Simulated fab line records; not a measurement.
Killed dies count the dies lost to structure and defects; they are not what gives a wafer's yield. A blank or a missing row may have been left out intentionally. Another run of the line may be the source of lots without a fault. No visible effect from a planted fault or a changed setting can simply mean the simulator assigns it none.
Tool commonality check    flow berkeleyCmos170    14 lots, 48 wafers sampled

== WHY IT WAS OPENED ==
At UCB170_WELLDRIVE_THK_MEAS_02 the reading WELLDRIVE_OXIDE_THK is flagged on 2 of 14 lots. No-fault wafers: 200 nm, standard deviation 4.3.
Rule: a lot gets a flag if all its wafers with a number sit over 4 standard deviations from that mean, or if no wafer of it has a number. All remaining lots are regarded as sound.

lot   measured     on            WELLDRIVE_OXIDE_THK (nm), wafer by wafer  flag
L519  day 3 10:00  filmMetro-02  193 191 193                               
L520  day 4 00:51  filmMetro-04  197 196 194                               
L521  day 4 00:52  filmMetro-02  197 196 195                               
L523  day 4 06:31  filmMetro-04  201 200 201                               
L527  day 5 01:37  filmMetro-01  165 164 166 165 165 166                   FLAGGED
L526  day 5 01:38  filmMetro-04  158 159 160 158 159 160                   FLAGGED
L533  day 6 12:18  filmMetro-04  197 195 197                               
L536  day 7 05:14  filmMetro-01  203 201 206                               
L537  day 7 05:15  filmMetro-02  203 200 199                               
L538  day 7 20:46  filmMetro-04  211 207 206                               
L540  day 7 20:46  filmMetro-02  199 201 200                               
L539  day 7 20:47  filmMetro-01  198 196 194                               
L542  day 8 11:11  filmMetro-02  207 207 206                               
L541  day 8 11:13  filmMetro-01  205 203 201                               
The mean of the flagged lots' numbers is 162 nm, -38 nm from the usual (-9 standard deviations).

== WHICH TOOL RAN EACH LOT ==
The record keeps 1 process step preceding the reading, out of 331 steps on the route. In each cell: the tool, then ch and the chambers that the sampled wafers went through, then the start.
lot   flag     UCB170_WELLDRIVE_OXIDATION_01
L519           furnace-04 ch 0, day 3 06:29
L520           furnace-04 ch 0, day 3 21:20
L521           furnace-04 ch 0, day 3 21:20
L523           furnace-02 ch 0, day 4 02:59
L527  FLAGGED  furnace-02 ch 0, day 4 22:07
L526  FLAGGED  furnace-02 ch 0, day 4 22:07
L533           furnace-04 ch 0, day 6 08:47
L536           furnace-04 ch 0, day 7 01:44
L537           furnace-04 ch 0, day 7 01:44
L538           furnace-03 ch 0, day 7 17:16
L540           furnace-03 ch 0, day 7 17:16
L539           furnace-03 ch 0, day 7 17:16
L542           furnace-04 ch 0, day 8 07:41
L541           furnace-04 ch 0, day 8 07:41
These steps, and what they do:
- UCB170_WELLDRIVE_OXIDATION_01: target thk 199 nm, ox time 9000 s.
- UCB170_WELLDRIVE_THK_MEAS_02

== FLAGGED OVER TOTAL, TOOL BY TOOL (the gauges that took the reading come last) ==
step                           tool          lots run  flagged  share of the flagged lots  sound lots run after its first flagged lot
UCB170_WELLDRIVE_OXIDATION_01  furnace-02    3         2        all                        0
UCB170_WELLDRIVE_OXIDATION_01  furnace-03    3         0        none                       -
UCB170_WELLDRIVE_OXIDATION_01  furnace-04    8         0        none                       -
UCB170_WELLDRIVE_THK_MEAS_02   filmMetro-01  4         1        some                       3 (L536,L539,L541)
UCB170_WELLDRIVE_THK_MEAS_02   filmMetro-02  5         0        none                       -
UCB170_WELLDRIVE_THK_MEAS_02   filmMetro-04  5         1        some                       2 (L533,L538)

== WHAT THE TABLE PERMITS ==
In the table, 1 row covers all flagged lots: furnace-02 at UCB170_WELLDRIVE_OXIDATION_01.
- furnace-02 at UCB170_WELLDRIVE_OXIDATION_01 ran 3 lots, 2 of them flagged. Last sound lot L523 at day 4 02:59, first flagged lot L526 at day 4 22:07; a fault beginning in between fits. Its own readings lie more than 4 standard deviations out on every wafer of the flagged lots: spikeTcCentreC, spikeTcLoadC, spikeTcSourceC, tubeCenterTempC, tube_center_temp_C_max.
Left over: one tool, furnace-02 at UCB170_WELLDRIVE_OXIDATION_01.

== WHAT WAS PUT IN BY THE SIMULATOR ==
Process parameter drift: furnace-02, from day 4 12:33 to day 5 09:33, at UCB170_WELLDRIVE_OXIDATION_01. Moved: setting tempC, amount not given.
Lots struck among those shown: L527, L526. The rule given above showed the same thing.
